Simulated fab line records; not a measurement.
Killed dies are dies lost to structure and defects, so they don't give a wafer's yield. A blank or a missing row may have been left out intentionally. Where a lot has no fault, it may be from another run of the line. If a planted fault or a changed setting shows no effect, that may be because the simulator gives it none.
A single fault, viewed from 2 desks || flow rit cmos || numbers are kept per desk, each desk with only its own; the story behind them comes last

## FROM THE METROLOGY DESK
What the gauges read, lot by lot, whatever tool the lot ran on: means of the sampled wafers that have a number. A lot is out of limits, marked OUT, if its mean lies more than 4 standard deviations from the usual mean; the brackets give that distance.
Columns: A = FIELD_OXIDE_LEFT_1_THK at RIT_FOX2_THK_MEAS_90, usual 322 nm; B = FIELD_OXIDE_LEFT_2_THK at RIT_FOX2_THK_MEAS_91, usual 253 nm
{"lot": "L868", "first seen here": "day 1 21:11", "A": 321, "B": 254}
{"lot": "L869", "first seen here": "day 2 02:07", "A": 326, "B": 258}
{"lot": "L870", "first seen here": "day 2 09:39", "A": 315, "B": 247}
{"lot": "L871", "first seen here": "day 2 15:17", "A": 320, "B": 252}
{"lot": "L873", "first seen here": "day 2 23:05", "A": 318, "B": 249}
{"lot": "L874", "first seen here": "day 3 06:12", "A": 316, "B": 249}
{"lot": "L878", "first seen here": "day 3 21:34", "A": 316, "B": 248}
{"lot": "L884", "first seen here": "day 5 04:28", "A": "291 (-5.3) OUT", "B": "222 (-5.2) OUT"}
{"lot": "L885", "first seen here": "day 5 08:18", "A": 319, "B": 251}
{"lot": "L886", "first seen here": "day 5 14:52", "A": 320, "B": 251}
{"lot": "L888", "first seen here": "day 6 00:19", "A": 319, "B": 252}
{"lot": "L890", "first seen here": "day 6 10:23", "A": 328, "B": 259}
{"lot": "L891", "first seen here": "day 6 14:11", "A": 329, "B": 261}
Finding of this desk: L884 out of limits, first seen on L884 at day 5 04:28 (FIELD_OXIDE_LEFT_1_THK at RIT_FOX2_THK_MEAS_90). L868, L869, L870, L871, L873, L874, L878, L885, L886, L888, L890, L891 stayed within limits.

## DESK OF THE TOOL OWNER: wet bench-02
The tool's own readings at RIT_FOX2_CLEAN_02 (cleans in dHF, time 180 s): means of the sampled wafers that have a number, for each lot that ran on this tool. A lot is out of limits, marked OUT, if its mean lies more than 4 standard deviations from the usual mean; the brackets give that distance.
Columns: A = run length s at RIT_FOX2_CLEAN_02, usual 208 s
{"lot": "L868", "first seen here": "day 1 20:17", "A": 211}
{"lot": "L869", "first seen here": "day 2 01:17", "A": 205}
{"lot": "L871", "first seen here": "day 2 14:28", "A": 205}
{"lot": "L878", "first seen here": "day 3 20:40", "A": 213}
{"lot": "L884", "first seen here": "day 5 03:35", "A": "571 (+99 or more) OUT"}
This desk's finding: out of limits on L884; first on L884, day 5 03:35 (run length s at RIT_FOX2_CLEAN_02). L868, L869, L871, L878 stayed within limits.

## PUT TOGETHER
On L884, at day 5 03:35, an alarm was possible from the tool owner's desk.
L884 would have let the metrology desk raise an alarm at day 5 04:28.
The lots listed all ran RIT_FOX2_CLEAN_02 on wet bench-02.

## WHAT HAD BEEN PUT IN BY THE SIMULATOR
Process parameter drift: wet bench-02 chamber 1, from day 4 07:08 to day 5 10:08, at RIT_FOX2_CLEAN_02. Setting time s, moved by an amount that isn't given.
Struck lots among those shown: L884.
Counting hours from when the fault started, the first reading out of limits came at 20 for the tool owner's desk and at 21 for the metrology desk.
